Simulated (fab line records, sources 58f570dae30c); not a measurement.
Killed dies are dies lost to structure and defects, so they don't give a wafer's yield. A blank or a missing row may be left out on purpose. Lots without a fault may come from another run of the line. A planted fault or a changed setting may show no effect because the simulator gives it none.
Split-lot experiment | flow berkeley_cmos170 | 5 lots, 23 wafers read, on a route of 331 steps

THE SPLIT
At UCB170_M2_SPUTTER_01 (material Al, target thk 900 nm, time 120 s), the setting power_w was moved away from the recipe's 6000 W on 5 of the 23 wafers read, by -9.6% to -4.2%. The other wafers ran this setting at the recipe's value.

FROM THE SPLIT TO THE READING: what the file shows between them, 1 step
- UCB170_M2_RS_MEAS_02: measures by four-point-probe

THE READING
M2_AL_THK, in nm, at UCB170_M2_THK_MEAS_03 (measures by xrf). Fault-free wafers of this fab line usually give 923 nm, standard deviation 12 nm.

wafer  | tool, chamber at the split | power_w as run, W | against the recipe | M2_AL_THK, nm | against lot-mates on the recipe
L074.1 | pvd_sputter-03, -          | 5747              | -4.2%              | 890           | -36
L074.2 | pvd_sputter-03, -          | 5747              | -4.2%              | 909           | -16
L074.4 | pvd_sputter-03, -          | 6000              | recipe             | 924           | -
L074.5 | pvd_sputter-03, -          | 6000              | recipe             | 927           | -
L074.6 | pvd_sputter-03, -          | 5747              | -4.2%              | 885           | -40
L076.1 | pvd_sputter-03, -          | 6000              | recipe             | 917           | -
L076.2 | pvd_sputter-03, -          | 6000              | recipe             | 921           | -
L076.3 | pvd_sputter-03, -          | 6000              | recipe             | 927           | -
L076.4 | pvd_sputter-03, -          | 6000              | recipe             | 931           | -
L076.6 | pvd_sputter-03, -          | 6000              | recipe             | 938           | -
L081.1 | pvd_sputter-03, -          | 6000              | recipe             | 922           | -
L081.2 | pvd_sputter-03, -          | 6000              | recipe             | 909           | -
L081.3 | pvd_sputter-03, -          | 5426              | -9.6%              | 832           | -84
L081.5 | pvd_sputter-03, -          | 5426              | -9.6%              | 819           | -97
L081.6 | pvd_sputter-03, -          | 6000              | recipe             | 918           | -
L082.1 | pvd_sputter-03, -          | 6000              | recipe             | 921           | -
L082.2 | pvd_sputter-03, -          | 6000              | recipe             | 929           | -
L082.4 | pvd_sputter-03, -          | 6000              | recipe             | 915           | -
L084.1 | pvd_sputter-01, -          | 6000              | recipe             | 934           | -
L084.3 | pvd_sputter-01, -          | 6000              | recipe             | 919           | -
L084.4 | pvd_sputter-01, -          | 6000              | recipe             | 936           | -
L084.5 | pvd_sputter-01, -          | 6000              | recipe             | 902           | -
L084.6 | pvd_sputter-01, -          | 6000              | recipe             | 926           | -

THE FIT
A straight line over all 23 wafers: M2_AL_THK changes by +9.56 nm for each +1% of power_w; r = +0.94; the points scatter about the line by 11 nm.
The same after taking each lot's own level away (the mean of its wafers on the recipe; 23 wafers): +9.09 nm for each +1%; r = +0.95; scatter 9.3 nm.
On that fit, the largest move of power_w shifts the reading by 87 nm.
The lots' own levels span 916.3 to 926.8 nm, that is 0.9 times the standard deviation above.
So the lot-to-lot level changes the slope little: the two slopes agree.
Check: with one of the wafers moved furthest among these (-9.6%) left out of the fit, the line predicts -87.6 nm for it against its lot-mates. It came out at -84.3 nm against them.

OTHER SPLITS ON THESE WAFERS
These wafers also went through other splits before the reading. Each is held against what the fit with the lots' levels taken away leaves over:
other split on the same wafers       | wafers away from the commonest value | r with M2_AL_THK (lot level and that fit taken away)
UCB170_PSD_EXPOSE_03 dose_mj         | 4                                    | +0.13
UCB170_SILICIDE_SPUTTER_01 time_s    | 8                                    | -0.09
UCB170_CONTACT_CVD_01 pressure_mtorr | 15                                   | -0.16
UCB170_M1_COAT_04 spin_rpm           | 10                                   | -0.10

THE WHOLE CHAIN: every reading that the file lists as answering this split, in the file's order
step                  | what it does                               | reading                                                                     | change (the file's fit)               | r (the file's)
UCB170_M2_SPUTTER_01  | material Al, target thk 900 nm, time 120 s | Al_of_M2_SPUTTER_01.thk_nm (the simulator's own value, which no gauge read) | +8.98 nm for each +1% of the setting  | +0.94
UCB170_M2_RS_MEAS_02  | measures by four-point-probe               | M2_AL_RS                                                                    | -0.000356 for each +1% of the setting | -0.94
UCB170_M2_THK_MEAS_03 | measures by xrf                            | M2_AL_THK                                                                   | +9.18 for each +1% of the setting     | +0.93

THE FILE'S OWN FIT
M2_AL_THK changes by +9.18 nm for each +1% of power_w, r = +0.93.
